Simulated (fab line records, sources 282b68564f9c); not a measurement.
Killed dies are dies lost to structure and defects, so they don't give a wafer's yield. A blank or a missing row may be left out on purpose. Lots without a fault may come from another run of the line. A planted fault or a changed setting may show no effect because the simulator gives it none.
Which tool did it? | flow rit_cmos | 13 lots, 39 wafers sampled, at 3 steps of a route of 202

WHAT THE GAUGES READ, wafer by wafer
RIT_M1_RS_MEAS_01: measures by four-point-probe.
lot  | measured    | on            | M1_AL_RS (ohm/sq)
L643 | day 3 11:11 | film_metro-02 | 0.0733 0.0722 0.0729
L644 | day 3 16:32 | film_metro-04 | 0.0724 0.0727 0.0723
L646 | day 4 02:22 | film_metro-02 | 0.0740 0.0742 0.0740
L647 | day 4 09:27 | film_metro-04 | 0.0724 0.0729 0.0731
L648 | day 4 11:40 | film_metro-04 | 0.0742 0.0731 0.0732
L649 | day 4 16:23 | film_metro-03 | 0.0733 0.0731 0.0726
L651 | day 5 08:01 | film_metro-03 | 0.0734 0.0724 0.0737
L652 | day 5 09:45 | film_metro-03 | 0.0736 0.0730 0.0741
L654 | day 5 18:11 | film_metro-04 | 0.0727 0.0727 0.0725
L655 | day 6 00:37 | film_metro-02 | 0.0731 0.0735 0.0731
L659 | day 6 20:04 | film_metro-03 | 0.0731 0.0734 0.0727
L661 | day 7 06:53 | film_metro-04 | 0.0454 0.0731 0.0734
L664 | day 7 19:02 | film_metro-03 | 0.0731 0.0740 0.0737

RIT_M1_THK_MEAS_02: measures by xrf.
lot  | measured    | on            | M1_AL_THK (nm)
L643 | day 3 11:18 | film_metro-02 | 399 405 401
L644 | day 3 16:39 | film_metro-04 | 401 401 402
L646 | day 4 02:28 | film_metro-02 | 394 396 398
L647 | day 4 09:34 | film_metro-04 | 401 398 399
L648 | day 4 11:47 | film_metro-04 | 392 399 396
L649 | day 4 16:31 | film_metro-03 | 394 392 395
L651 | day 5 08:08 | film_metro-03 | 393 398 391
L652 | day 5 09:52 | film_metro-03 | 393 394 390
L654 | day 5 18:18 | film_metro-04 | 401 399 400
L655 | day 6 00:43 | film_metro-02 | 398 401 403
L659 | day 6 20:11 | film_metro-03 | 394 392 398
L661 | day 7 07:00 | film_metro-04 | 637 399 398
L664 | day 7 19:09 | film_metro-03 | 396 393 392

WHICH TOOL RAN EACH LOT (tool, then ch and the chambers of the sampled wafers, then the start)
lot  | RIT_M1_SPUTTER_00
L643 | pvd_sputter-02, day 3 10:53
L644 | pvd_sputter-04, day 3 16:14
L646 | pvd_sputter-04, day 4 02:03
L647 | pvd_sputter-02, day 4 09:08
L648 | pvd_sputter-04, day 4 11:23
L649 | pvd_sputter-02, day 4 16:06
L651 | pvd_sputter-02, day 5 07:43
L652 | pvd_sputter-04, day 5 09:28
L654 | pvd_sputter-04, day 5 17:53
L655 | pvd_sputter-02, day 6 00:16
L659 | pvd_sputter-02, day 6 19:46
L661 | pvd_sputter-02, day 7 06:34
L664 | pvd_sputter-04, day 7 18:43
- RIT_M1_SPUTTER_00: material Al, target thk 400 nm, time 500 s.

WHAT THE TOOLS THEMSELVES READ (means of the sampled wafers that have a number; where no wafer has one, the mark that the record gives instead)
RIT_M1_SPUTTER_00.
lot  | tool           | throttle_valve_pct (%)
L643 | pvd_sputter-02 | 30.0
L644 | pvd_sputter-04 | 30.6
L646 | pvd_sputter-04 | 29.9
L647 | pvd_sputter-02 | 30.1
L648 | pvd_sputter-04 | 30.6
L649 | pvd_sputter-02 | 29.9
L651 | pvd_sputter-02 | 30.0
L652 | pvd_sputter-04 | 30.3
L654 | pvd_sputter-04 | 30.1
L655 | pvd_sputter-02 | 30.1
L659 | pvd_sputter-02 | 30.0
L661 | pvd_sputter-02 | 30.0
L664 | pvd_sputter-04 | 30.3

THE ANSWER, worked out from the rows above alone
Rule: what is usual is taken from the lots themselves. Put in order of their means at a reading, lots are off if they are a third of the lots or fewer, leave a main group of 4 or more, and stand apart from it by a gap of 3 or more times the standard deviation of the main group's means; of several such gaps the widest counts. A main group whose means are all the same, to the digits that the tables above print for the reading, isn't used. A lot without any number at a reading at which 4 lots or more have one is off too. The other lots that the step has rows for count as sound. The gauges are gone through in route order, then the tools' own readings, and for those a lot's mean is taken as printed above. The first step at which some lot is off is used, and at that step the reading that is off furthest; a lot without a number counts as furthest.
Off: L661, at RIT_M1_RS_MEAS_01 (M1_AL_RS). The main group: mean 0.0732 ohm/sq, standard deviation 0.00044.
A tool fits if, at a process step before that reading, it ran every lot that is off, and no sound lot after the first of them. The gauges at RIT_M1_RS_MEAS_01 are tried like those tools. Can't be told from this: 2 tools fit, pvd_sputter-02 at RIT_M1_SPUTTER_00, film_metro-04 at RIT_M1_RS_MEAS_01.

WHAT THE SIMULATOR HAD PUT IN
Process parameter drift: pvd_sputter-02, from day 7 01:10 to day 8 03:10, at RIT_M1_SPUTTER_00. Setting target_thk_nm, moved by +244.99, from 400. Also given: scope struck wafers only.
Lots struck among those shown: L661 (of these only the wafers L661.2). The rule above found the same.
